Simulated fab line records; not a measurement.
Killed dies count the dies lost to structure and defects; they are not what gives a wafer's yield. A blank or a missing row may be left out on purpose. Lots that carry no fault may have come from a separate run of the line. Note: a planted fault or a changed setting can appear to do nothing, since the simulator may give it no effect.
What tool caused it? ; flow ritCmos ; Sampling: 7 lots, 21 wafers, 2 of 202 route steps

== WHAT THE GAUGES READ, wafer by wafer ==
RIT_SDANNEAL_RS_MEAS_04: uses a four-point probe to measure.
lot;measured;on;PSD_RS (ohm/sq)
L396;day 3 10:43;filmMetro-01;115.7 115.8 115.5
L398;day 4 01:06;filmMetro-01;116.2 115.9 116.0
L403;day 5 00:19;filmMetro-04;115.8 115.3 115.4
L404;day 5 05:46;filmMetro-04;121.7 121.5 121.7
L408;day 6 00:32;filmMetro-01;121.1 121.1 121.4
L413;day 6 20:44;filmMetro-03;115.8 116.0 116.2
L418;day 8 06:01;filmMetro-01;115.7 115.5 115.2

== TOOL THAT RAN EACH LOT (tool first, then ch and the chambers of the sampled wafers, then the start) ==
lot;RIT_SDANNEAL_RTA_03
L396;rtpAnneal-01 ch 0, day 3 10:40
L398;rtpAnneal-01 ch 0, day 4 01:03
L403;rtpAnneal-01 ch 0, day 5 00:16
L404;rtpAnneal-01 ch 0, day 5 05:43
L408;rtpAnneal-01 ch 0, day 6 00:28
L413;rtpAnneal-02 ch 0, day 6 20:41
L418;rtpAnneal-01 ch 0, day 8 05:57
- RIT_SDANNEAL_RTA_03: time 5 s.

== THE ANSWER, worked out from the rows above alone ==
Rule: what is usual is taken from the lots themselves. Put in order of their means at a reading, lots are off if they are a third of the lots or fewer, leave a main group of 4 or more, and stand apart from it by a gap of 3 or more times the standard deviation of the main group's means; of several such gaps the widest counts. A main group is skipped when, at the precision printed for the reading in the tables above, its means are all equal. A lot without any number at a reading at which 4 lots or more have one is off too. Where the step has rows for the other lots, those lots are counted as sound.
Off: L404, L408, at RIT_SDANNEAL_RS_MEAS_04 (PSD_RS). The main group has a mean of 115.7 ohm/sq with a standard deviation of 0.24.
If a tool, at a process step before that reading, ran all the lots that are off and no sound lot after the first of them, it fits. Gauges at RIT_SDANNEAL_RS_MEAS_04: tried the same way as those tools. Not one of the candidates tried fits.

== WHAT THE SIMULATOR HAD PUT IN ==
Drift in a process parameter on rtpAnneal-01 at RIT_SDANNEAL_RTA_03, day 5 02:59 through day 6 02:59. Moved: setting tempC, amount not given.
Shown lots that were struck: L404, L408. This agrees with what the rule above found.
